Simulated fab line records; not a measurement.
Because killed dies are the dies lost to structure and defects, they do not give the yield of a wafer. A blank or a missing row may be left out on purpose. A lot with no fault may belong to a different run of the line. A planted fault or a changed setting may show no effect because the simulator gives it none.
A struck lot beside a sound one | flow berkeley-cmos170 | 21 out of 331 route steps
Sound: these wafers, L779.3, L779.4, L779.5. The struck wafers were L786.1, L786.2, L786.6. At the end, the cause is stated.
For every step that has rows: the tool of each side, followed by ch and its chambers, followed by its first start. Under that, the readings that differ: sound wafers | struck wafers | difference of the means | sigmas: that difference in standard deviations of wafers without a fault.
alike: readings whose means differ by less than 2 such deviations, and words and numbers that are the same on both sides. not compared: withheld readings, readings that some wafer has no value for, bounds like >300 that may hide the same value, and numbers for which the record gives no deviation and whose values overlap.
A row with sigmas, a row that says differs or no value, or rows on one side alone: a step with any of these is where the two part. Numbers that have no deviation but don't overlap get no sigmas and don't part them. Lack of a reading on every wafer of one side parts them only where that side has two or more wafers.

UCB170_PVT_STRIP_08: strips in O2.
  sound on plasma-asher-04 ch 0,1, day 7 19:38; struck on plasma-asher-01 ch 0,1, day 9 04:35
  alike: chamber-pressure-mTorr, drypump-motor-current-A, oes-product-au, strip-time-to-endpoint-s
  not compared: rf-hours-counter-h
UCB170_PVT_TW_MEAS_09:
  struck on film-metro-04, day 9 04:41; sound on film-metro-02, day 7 19:43
  alike: PVT_TW
then, 1 step without rows for these wafers: UCB170_GATE_WET_ETCH_00 (etches SiO2 in dHF, time 200 s).
UCB170_FIELD_THK_MEAS_91:
  struck on film-metro-04, day 9 04:49; sound on film-metro-03, day 7 19:51
  alike: FIELD_OXIDE_LEFT_2_THK
then, 1 step without rows for these wafers: UCB170_GATE_OXIDATION_01 (target thk 6.6 nm, ox time 1800 s).
UCB170_GATE_THK_MEAS_02:
  struck on film-metro-04, day 9 10:20; sound on film-metro-01, day 7 23:22
  alike: GATE_OXIDE_THK
then, 2 steps without rows for these wafers: UCB170_GATE_ANNEAL_03 (time 1800 s); UCB170_GATE_CVD_04 (deposits poly-Si from SiH4, time 1440 s, target thk 214 nm).
UCB170_GATE_THK_MEAS_05:
  struck on film-metro-03, day 9 20:05; sound on film-metro-04, day 8 05:30
  alike: GATE_POLY_THK
then, 3 steps without rows for these wafers: UCB170_GATE_COAT_06; UCB170_GATE_COAT_07 (resist thk 900 nm); UCB170_GATE_SOFTBAKE_08 (time 60 s).
UCB170_GATE_EXPOSE_09: exposes mask POLY, target cd 350 nm.
  sound on krf-scanner-02 ch 0, day 8 06:30; struck on krf-scanner-01 ch 0, day 9 20:56
  reading | sound                | struck                        | difference | sigmas
  mask    | POLY#0 POLY#0 POLY#0 | POLY_R1#0 POLY_R1#0 POLY_R1#0 | differs    |
then, 2 steps without rows for these wafers: UCB170_GATE_PEB_10; UCB170_GATE_DEVELOP_11 (develop time 45 s).
UCB170_GATE_CD_MEAS_12 targets a cd of 350 nm.
  struck on cd-sem-02, day 9 21:57; sound on cd-sem-01, day 8 07:20
  reading    | sound             | struck            | difference | sigmas
  cd-nm (nm) | 350.4 350.8 349.9 | 279.6 280.1 280.2 | -70.4      | -41
  not compared: hold
UCB170_GATE_OVL_MEAS_13:
  struck on overlay-01, day 9 22:59; sound on overlay-02, day 8 07:25
  reading | sound | struck                                                                     | difference                   | sigmas
  hold    | - - - | await-dispo/0.9h/release await-dispo/0.9h/release await-dispo/0.9h/release | no value on the sound wafers |
  alike: GATE_OVL
UCB170_GATE_ETCH_14: etches BARC in N2/H2.
  sound on rie-diel-02 ch 1,3, day 8 07:26; struck on rie-diel-03 ch 0,2,3, day 9 23:01
  alike: chamber-pressure-mTorr, drypump-motor-current-A, oes-product-au, throttle-valve-pct
UCB170_GATE_ETCH_15: etches poly-Si in HBr/Cl2, stops on SiO2, time 56.3 s, target depth 278.2 nm.
  sound on rie-si-02 ch 2,3, day 8 07:29; struck on rie-si-01 ch 0,1, day 9 23:04
  reading               | sound             | struck            | difference | sigmas
  model.GATE.cd-nm (nm) | 350.1 350.4 350.1 | 279.9 280.2 279.8 | -70.2      |
  alike: chamber-pressure-mTorr, drypump-motor-current-A, he-backside-leak-sccm, oes-product-au, throttle-valve-pct
  not compared: rf-hours-counter-h
UCB170_GATE_STRIP_16: strips in O2.
  sound on plasma-asher-03 ch 0,1, day 8 07:34; struck on plasma-asher-04 ch 0,1, day 9 23:06
  alike: chamber-pressure-mTorr, drypump-motor-current-A, oes-product-au
  not compared: rf-hours-counter-h
UCB170_M3_PROBE_99:
  record: rows for the struck wafers here (prober-02, day 11 18:10), none for the sound ones

WHERE THEY PART
Last at UCB170_M3_PROBE_99 as far as this record goes, first at UCB170_GATE_EXPOSE_09.

WHY: what the simulator had put in
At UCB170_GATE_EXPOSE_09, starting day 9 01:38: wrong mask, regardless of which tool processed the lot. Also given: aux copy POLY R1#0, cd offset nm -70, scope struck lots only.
